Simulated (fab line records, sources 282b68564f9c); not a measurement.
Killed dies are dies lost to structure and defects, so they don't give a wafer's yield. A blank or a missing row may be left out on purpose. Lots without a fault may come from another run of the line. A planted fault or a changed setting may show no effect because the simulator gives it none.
Chamber matching | flow rit_cmos | RIT_GATE_ETCH_19 on rie_si-02: 4 sister chambers
The step etches poly-Si in SF6/CHF3/O2, stops on SiO2, time 165 s, target depth 312.5 nm. 7 wafers are shown with their chamber, then 7 later ones without.

WAFERS WITH THEIR CHAMBER
wafer  | chamber | drypump_motor_current_A (A) | oes_product_au (a.u.)
L598.5 | 3       | 5.43                        | 0.824
L598.6 | 0       | 5.34                        | 0.833
L602.3 | 3       | 5.44                        | 0.831
L604.4 | 2       | 5.10                        | 0.838
L604.6 | 1       | 5.99                        | 0.874
L608.1 | 1       | 5.98                        | 0.870
L608.4 | 2       | 5.10                        | 0.855

WAFERS WITHOUT THEIR CHAMBER
wafer  | drypump_motor_current_A (A) | oes_product_au (a.u.)
L608.6 | 5.34                        | 0.838
L612.2 | 5.98                        | 0.890
L612.3 | 5.45                        | 0.834
L612.4 | 5.12                        | 0.863
L614.3 | 5.98                        | 0.877
L614.4 | 5.33                        | 0.841
L614.5 | 5.11                        | 0.847

WHICH CHAMBER EACH WENT THROUGH
wafer  | from the rows above | in truth
L608.6 | 0                   | 0
L612.2 | 1                   | 1
L612.3 | 3                   | 3
L612.4 | 2                   | 2
L614.3 | 1                   | 1
L614.4 | 0                   | 0
L614.5 | 2                   | 2
Placed correctly: 7 of 7. Can't be placed from these rows: 0. Placed wrongly: 0.
How it was worked out, from the rows above alone: a wafer's distance from a chamber is the root of the sum, over the readings, of the square of ((its reading less the chamber's mean) divided by the reading's scatter). The wafer belongs to the nearest chamber; if the next one is less than 2 further off, it can't be placed. A chamber's mean is the mean of its shown wafers. The scatter: the root of (the sum of the squares of (reading less its chamber's mean) over the shown wafers, divided by (wafers less chambers)).
